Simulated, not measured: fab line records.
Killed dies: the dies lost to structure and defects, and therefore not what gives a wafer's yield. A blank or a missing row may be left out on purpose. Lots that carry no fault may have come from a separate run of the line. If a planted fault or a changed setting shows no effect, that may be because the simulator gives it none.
Problem report, 8D (eight disciplines) form, completed by code    flow berkeley cmos170    the parts of the form that need people (team, actions taken, sign-off) are left out

1. THE PROBLEM
Wafers without a fault read 399.8 sccm, standard deviation 1.3; o2 flow sccm at UCB170_ZERO_STRIP_07 reads a mean of 199.3 sccm on 6 wafers belonging to 2 lots. That is -99 or more standard deviations from the usual mean.
The step: strips in O2.
Seen first at day 2 15:12 on plasma asher-04, wafer L150.2. The record has a number at this step for 36 wafers belonging to 12 lots. Rule for "out" (also "out of limits"): further than 4 standard deviations from the usual mean. The rest of the wafers with a number are treated as sound.

2. WHAT THIS IS AND IS NOT
question                     is                                                      is not
which readings at this step  o2 flow sccm, oes product au, strip time to endpoint s  drypump motor current A
which lots                   L150, L151                                              L146, L147, L148, L149, L161, L163, L165, L167, L168, L169
which wafers of those lots   all that have a number                                  -
read on which tools          plasma asher-04                                         plasma asher-02, plasma asher-03
when                         from day 2 15:12                                        up to then (12 sound wafers); but 18 sound wafers of L161, L163, L165, L167, L168, L169 came after

3. SUSPECTS, AND WHAT RULES EACH OUT
Counting: a tool at any process step up to the reading remains a suspect when it ran all the lots that are out and ran no sound lot after the first of those.
- plasma asher-04 at UCB170_ZERO_STRIP_07 (strips in O2): ruled out as a lasting fault. After its first lot that is out, L150 (day 2 15:12), sound lots L167 ran on it.
Left after counting: nothing in the record.

4. THE CAUSE (what the simulator had put in)
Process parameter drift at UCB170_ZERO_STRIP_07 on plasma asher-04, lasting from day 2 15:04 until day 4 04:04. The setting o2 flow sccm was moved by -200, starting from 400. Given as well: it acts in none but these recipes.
Counting ruled it out, wrongly.

5. THE EFFECT CHAIN, in route order
One row per reading whose mean, taken over the struck wafers that have a number, lies over 3 standard deviations from the usual. Readings are gone through only where the record gives a usual standard deviation; hours: the median, over the lots, of the time from a lot's start at the first step in this table giving one to that lot's start at this step; sigmas: the change measured in usual standard deviations.
hours  step                  reading                   usual       on struck wafers  change  sigmas
0      UCB170_ZERO_STRIP_07  o2 flow sccm              399.8 sccm  199.3             -200.5  -99 or more
0      UCB170_ZERO_STRIP_07  oes product au            0.728 a.u.  0.669             -0.059  -13
0      UCB170_ZERO_STRIP_07  strip time to endpoint s  21.48 s     24.57             +3.09   +47
It contains these process steps:
- UCB170_ZERO_STRIP_07: strips in O2.

6. WHAT WOULD HAVE CAUGHT IT SOONER
In this record no reading fell out of limits until day 2 15:12, 0 hours after the fault had begun at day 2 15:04.
